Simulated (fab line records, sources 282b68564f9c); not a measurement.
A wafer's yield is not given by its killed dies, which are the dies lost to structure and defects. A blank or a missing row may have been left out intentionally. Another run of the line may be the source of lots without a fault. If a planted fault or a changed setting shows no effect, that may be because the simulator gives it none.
Problem report in the 8D (eight disciplines) form, filled by code -- flow rit cmos -- the parts of the form that need people (team, actions taken, sign-off) are left out

## 1. WHAT IS WRONG
Across 9 wafers from 3 lots, NWELL_TW at RIT_NWELL_TW_MEAS_10 averages 2252, while fault-free wafers read 2146 with a standard deviation of 12. That is +8.8 standard deviations from the usual mean.
Earliest sighting: wafer L118.2 on film metro-02 at day 3 18:06. The record has a number at this step for 45 wafers belonging to 15 lots. The rule behind "out" and "out of limits": a value lying over 4 standard deviations away from the usual mean. All remaining wafers that have a number are taken as sound.

## 2. WHAT IT IS, WHAT IT ISN'T
question,is,is not
which readings at this step,NWELL_TW,-
which lots,"L118, L121, L122","L109, L111, L112, L113, L114, L116, L117, L124, L126, L129, L130, L131"
which wafers of those lots,all that have a number,-
read on which gauges,"film metro-02, film metro-03",film metro-04
when,from day 3 18:06,"up to then (21 sound wafers); but 15 sound wafers of L124, L126, L129, L130, L131 came after"

## 3. WHAT RULES OUT EACH SUSPECT
Counting: any tool at a process step up to the reading is kept as a suspect provided that every lot that is out went through it and no sound lot did after the first of them.
- ruled out: the gauge at RIT_NWELL_TW_MEAS_10. 2 gauges (film metro-02, film metro-03) read the wafers that are out.
- implanter-04 at RIT_NWELL_IMPLANT_08: kept. All lots that are out passed through it, beginning with L118 at day 3 17:47, and no sound lot followed; its final sound lot before that point was L113 at day 2 17:25. Its own dose ions cm2, faraday current uA readings are out on those wafers.
Left after counting: implanter-04 at RIT_NWELL_IMPLANT_08.

## 4. THE CAUSE (what the simulator had put in)
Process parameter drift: implanter-04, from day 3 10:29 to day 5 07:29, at RIT_NWELL_IMPLANT_08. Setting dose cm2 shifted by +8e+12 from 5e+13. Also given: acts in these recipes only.
Counting left only this tool.

## 5. THE CHAIN OF EFFECTS, in route order
Rows list readings where the struck wafers' mean (over those with a number) sits beyond 3 standard deviations from the usual. Only readings whose record carries a usual standard deviation are examined. hours: median over the lots of the time between each lot's start at the first step of this table that gives one and its start at this step. sigmas: the change, counted in usual standard deviations.
hours,step,reading,usual,on struck wafers,change,sigmas
0,RIT_NWELL_IMPLANT_08,dose ions cm2,5e+13,6e+13,+8e+12,+99 or more
0,RIT_NWELL_IMPLANT_08,faraday current uA,158,184,+26,+8.6
0,RIT_NWELL_TW_MEAS_10,NWELL_TW,2146,2252,+106,+8.8
7,RIT_WELLDRIVE_RS_MEAS_01,NWELL_RS,275.7 ohm/sq,252.0,-23.7,-35
Process steps it contains:
- RIT_NWELL_IMPLANT_08

## 6. WHAT WOULD HAVE CAUGHT IT SOONER
8 hours passed between the start of the fault at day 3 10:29 and the first reading out of limits at a measuring or inspecting step in this record, taken at day 3 18:06.
At RIT_NWELL_IMPLANT_08, the tool's own readings (dose ions cm2, faraday current uA) were out on each struck wafer the step has a row for, so an alarm limit on them would have fired on the first such wafer.
Of the lots that are out (3), L121, L122 began RIT_NWELL_IMPLANT_08 on implanter-04 after day 3 18:06. A hold on the tool at that time would have spared those 2.
